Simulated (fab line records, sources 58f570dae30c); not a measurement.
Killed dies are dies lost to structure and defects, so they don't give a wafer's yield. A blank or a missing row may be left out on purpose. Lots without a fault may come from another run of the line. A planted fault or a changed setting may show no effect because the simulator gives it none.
One fault seen from 2 desks | flow berkeley_cmos170 | each desk has only its own numbers; what lay behind them comes last

THE METROLOGY DESK
What the gauges read, lot by lot, whatever tool the lot ran on: means of the sampled wafers that have a number. A lot is out of limits, marked OUT, if its mean lies more than 4 standard deviations from the usual mean; the brackets give that distance.
Columns: A = cd_nm at UCB170_V1_CD_MEAS_12, usual 699.8 nm
lot  | first seen here | A
L562 | day 8 04:23     | 701.7
L566 | day 9 08:47     | 701.4
L565 | day 9 11:45     | 700.7
L569 | day 9 18:19     | 699.4
L570 | day 10 03:06    | 697.7
L572 | day 10 10:32    | 700.2
L575 | day 10 21:02    | 700.7
L573 | day 10 22:22    | 698.7
L574 | day 10 22:35    | 700.4
L576 | day 11 22:12    | 699.2
L577 | day 11 22:30    | 701.7
L578 | day 12 17:20    | 701.2
L579 | day 12 17:24    | 698.3
L585 | day 14 17:33    | 696.8
This desk's finding: nothing out of limits on any of the 14 lots.

THE TOOL OWNER'S DESK: krf_scanner-02
The tool's own readings at UCB170_V2_EXPOSE_09 (exposes mask VIA2, target cd 700 nm): means of the sampled wafers that have a number, for each lot that ran on this tool. A lot is out of limits, marked OUT, if its mean lies more than 4 standard deviations from the usual mean; the brackets give that distance.
Columns: A = exposure_dose_mJ_cm2 at UCB170_V2_EXPOSE_09, usual 37.19; B = focus_offset_nm at UCB170_V2_EXPOSE_09, usual 0.0 nm
lot  | first seen here | A     | B
L566 | day 9 13:25     | 37.16 | 0.0
L565 | day 9 16:41     | 37.22 | -0.7
L570 | day 10 10:17    | 37.22 | -0.2
L572 | day 10 15:08    | 37.21 | 0.2
L574 | day 11 06:26    | 37.20 | -0.2
L573 | day 11 06:42    | 37.24 | -0.7
L575 | day 11 06:51    | 37.19 | 0.4
L576 | day 12 04:35    | 37.20 | -0.1
L579 | day 13 00:49    | 37.21 | -1.0
L585 | day 14 22:25    | 37.21 | 0.5
This desk's finding: nothing out of limits on any of the 10 lots.

PUT TOGETHER
The metrology desk saw nothing out of limits.
The tool owner's desk saw nothing out of limits.

WHAT THE SIMULATOR HAD PUT IN
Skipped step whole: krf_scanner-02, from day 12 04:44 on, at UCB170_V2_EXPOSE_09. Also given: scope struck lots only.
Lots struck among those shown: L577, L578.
